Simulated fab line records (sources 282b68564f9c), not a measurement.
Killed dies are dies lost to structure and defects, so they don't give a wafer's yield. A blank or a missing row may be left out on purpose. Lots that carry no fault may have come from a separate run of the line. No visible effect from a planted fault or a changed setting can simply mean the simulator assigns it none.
Lot-split experiment :: flow rit cmos :: 23 wafers read across 5 lots, on a route 202 steps long

ABOUT THE SPLIT
At RIT_PWELL_COAT_01 (resist thk 1300 nm), the setting spin rpm was moved away from the recipe's 2000 rpm on 8 of the 23 wafers read, by -4.8% to -3.6%. For the rest of the wafers, this setting stayed at what the recipe calls for.

FROM THE SPLIT TO THE READING: what the file shows between them, 3 steps
- RIT_PWELL_SOFTBAKE_02: time 60 s
- RIT_PWELL_EXPOSE_03: exposes mask M3, target cd 43700 nm
- RIT_PWELL_DEVELOP_05: develop time 68 s

THE READING
NOVOLAK_of_PWELL_COAT_01.thk nm (the simulator's own value, which no gauge read), in nm, at RIT_PWELL_HARDBAKE_07 (time 120 s). No usual value for it is given in the file. Here, 15 wafers ran the recipe; their average is 1138 nm with a standard deviation of 2.1 nm.

wafer: L074.1
tool, chamber at the split: litho track-01, 0
spin rpm as run, rpm: 2000
against the recipe: recipe
NOVOLAK_of_PWELL_COAT_01.thk nm, nm: 1135
against lot-mates on the recipe: -

wafer: L074.3
tool, chamber at the split: litho track-01, 0
spin rpm as run, rpm: 2000
against the recipe: recipe
NOVOLAK_of_PWELL_COAT_01.thk nm, nm: 1141
against lot-mates on the recipe: -

wafer: L074.5
tool, chamber at the split: litho track-01, 0
spin rpm as run, rpm: 2000
against the recipe: recipe
NOVOLAK_of_PWELL_COAT_01.thk nm, nm: 1140
against lot-mates on the recipe: -

wafer: L075.1
tool, chamber at the split: litho track-01, 0
spin rpm as run, rpm: 2000
against the recipe: recipe
NOVOLAK_of_PWELL_COAT_01.thk nm, nm: 1141
against lot-mates on the recipe: -

wafer: L075.2
tool, chamber at the split: litho track-01, 0
spin rpm as run, rpm: 1909
against the recipe: -4.5%
NOVOLAK_of_PWELL_COAT_01.thk nm, nm: 1164
against lot-mates on the recipe: +24

wafer: L075.4
tool, chamber at the split: litho track-01, 0
spin rpm as run, rpm: 2000
against the recipe: recipe
NOVOLAK_of_PWELL_COAT_01.thk nm, nm: 1138
against lot-mates on the recipe: -

wafer: L075.5
tool, chamber at the split: litho track-01, 0
spin rpm as run, rpm: 1909
against the recipe: -4.5%
NOVOLAK_of_PWELL_COAT_01.thk nm, nm: 1167
against lot-mates on the recipe: +28

wafer: L075.6
tool, chamber at the split: litho track-01, 0
spin rpm as run, rpm: 1909
against the recipe: -4.5%
NOVOLAK_of_PWELL_COAT_01.thk nm, nm: 1169
against lot-mates on the recipe: +30

wafer: L077.1
tool, chamber at the split: litho track-03, 0
spin rpm as run, rpm: 2000
against the recipe: recipe
NOVOLAK_of_PWELL_COAT_01.thk nm, nm: 1139
against lot-mates on the recipe: -

wafer: L077.4
tool, chamber at the split: litho track-03, 0
spin rpm as run, rpm: 2000
against the recipe: recipe
NOVOLAK_of_PWELL_COAT_01.thk nm, nm: 1139
against lot-mates on the recipe: -

wafer: L077.2
tool, chamber at the split: litho track-03, 0
spin rpm as run, rpm: 1928
against the recipe: -3.6%
NOVOLAK_of_PWELL_COAT_01.thk nm, nm: 1158
against lot-mates on the recipe: +19

wafer: L077.5
tool, chamber at the split: litho track-03, 0
spin rpm as run, rpm: 1928
against the recipe: -3.6%
NOVOLAK_of_PWELL_COAT_01.thk nm, nm: 1158
against lot-mates on the recipe: +19

wafer: L077.3
tool, chamber at the split: litho track-03, 0
spin rpm as run, rpm: 1928
against the recipe: -3.6%
NOVOLAK_of_PWELL_COAT_01.thk nm, nm: 1157
against lot-mates on the recipe: +18

wafer: L081.1
tool, chamber at the split: litho track-02, 0
spin rpm as run, rpm: 2000
against the recipe: recipe
NOVOLAK_of_PWELL_COAT_01.thk nm, nm: 1138
against lot-mates on the recipe: -

wafer: L081.2
tool, chamber at the split: litho track-02, 0
spin rpm as run, rpm: 2000
against the recipe: recipe
NOVOLAK_of_PWELL_COAT_01.thk nm, nm: 1136
against lot-mates on the recipe: -

wafer: L081.3
tool, chamber at the split: litho track-02, 0
spin rpm as run, rpm: 1904
against the recipe: -4.8%
NOVOLAK_of_PWELL_COAT_01.thk nm, nm: 1162
against lot-mates on the recipe: +26

wafer: L081.5
tool, chamber at the split: litho track-02, 0
spin rpm as run, rpm: 1904
against the recipe: -4.8%
NOVOLAK_of_PWELL_COAT_01.thk nm, nm: 1164
against lot-mates on the recipe: +28

wafer: L081.6
tool, chamber at the split: litho track-02, 0
spin rpm as run, rpm: 2000
against the recipe: recipe
NOVOLAK_of_PWELL_COAT_01.thk nm, nm: 1135
against lot-mates on the recipe: -

wafer: L083.1
tool, chamber at the split: litho track-02, 0
spin rpm as run, rpm: 2000
against the recipe: recipe
NOVOLAK_of_PWELL_COAT_01.thk nm, nm: 1138
against lot-mates on the recipe: -

wafer: L083.2
tool, chamber at the split: litho track-02, 0
spin rpm as run, rpm: 2000
against the recipe: recipe
NOVOLAK_of_PWELL_COAT_01.thk nm, nm: 1136
against lot-mates on the recipe: -

wafer: L083.3
tool, chamber at the split: litho track-02, 0
spin rpm as run, rpm: 2000
against the recipe: recipe
NOVOLAK_of_PWELL_COAT_01.thk nm, nm: 1140
against lot-mates on the recipe: -

wafer: L083.4
tool, chamber at the split: litho track-02, 0
spin rpm as run, rpm: 2000
against the recipe: recipe
NOVOLAK_of_PWELL_COAT_01.thk nm, nm: 1135
against lot-mates on the recipe: -

wafer: L083.5
tool, chamber at the split: litho track-02, 0
spin rpm as run, rpm: 2000
against the recipe: recipe
NOVOLAK_of_PWELL_COAT_01.thk nm, nm: 1137
against lot-mates on the recipe: -

THE FIT
A straight line over all 23 wafers: NOVOLAK_of_PWELL_COAT_01.thk nm changes by -5.77 nm for each +1% of spin rpm; r = -0.98; the points scatter about the line by 2.3 nm.
The same after taking each lot's own level away (the mean of its wafers on the recipe; 23 wafers): -5.65 nm for each +1%; r = -0.99; scatter 1.9 nm.
The reading moves by 27 nm for the largest change in spin rpm, on that fit.
The lots' own levels span 1136.3 to 1139.5 nm, that is 1.5 times the standard deviation above.
The two slopes are in agreement: the lot-to-lot level therefore moves the slope only a little.
Check: +27.3 nm against its lot-mates is what the line predicts for one of the wafers moved furthest among these (-4.8%) when that wafer is left out of the fit. Against them it came out at +25.7 nm.

OTHER SPLITS APPLIED TO THESE WAFERS
Note: prior to the reading, these wafers also went through further splits. Each is held against what the fit with the lots' levels taken away leaves over:
other split on the same wafers: RIT_ACTIVE_CVD_03 time s
wafers away from the commonest value: 18
r with NOVOLAK_of_PWELL_COAT_01.thk nm (lot level and that fit taken away): -0.08

other split on the same wafers: RIT_ACTIVE_ETCH_13 time s
wafers away from the commonest value: 9
r with NOVOLAK_of_PWELL_COAT_01.thk nm (lot level and that fit taken away): -0.19

other split on the same wafers: RIT_FOX2_OXIDATION_00 ox time s
wafers away from the commonest value: 18
r with NOVOLAK_of_PWELL_COAT_01.thk nm (lot level and that fit taken away): -0.07

other split on the same wafers: RIT_NWELL_SOFTBAKE_02 temp c
wafers away from the commonest value: 8
r with NOVOLAK_of_PWELL_COAT_01.thk nm (lot level and that fit taken away): +0.05

THE WHOLE CHAIN: every reading that the file lists as answering this split, in the file's order
step: RIT_PWELL_COAT_01
what it does: resist thk 1300 nm
reading: NOVOLAK_of_PWELL_COAT_01.thk nm (the simulator's own value, which no gauge read)
change (the file's fit): -6.6 nm for each +1% of the setting
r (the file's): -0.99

step: RIT_PWELL_HARDBAKE_07
what it does: time 120 s
reading: NOVOLAK_of_PWELL_COAT_01.thk nm (the simulator's own value, which no gauge read)
change (the file's fit): -5.68 nm for each +1% of the setting
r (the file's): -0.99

FILE'S OWN FIT
NOVOLAK_of_PWELL_COAT_01.thk nm changes by -5.68 nm for each +1% of spin rpm, r = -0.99.
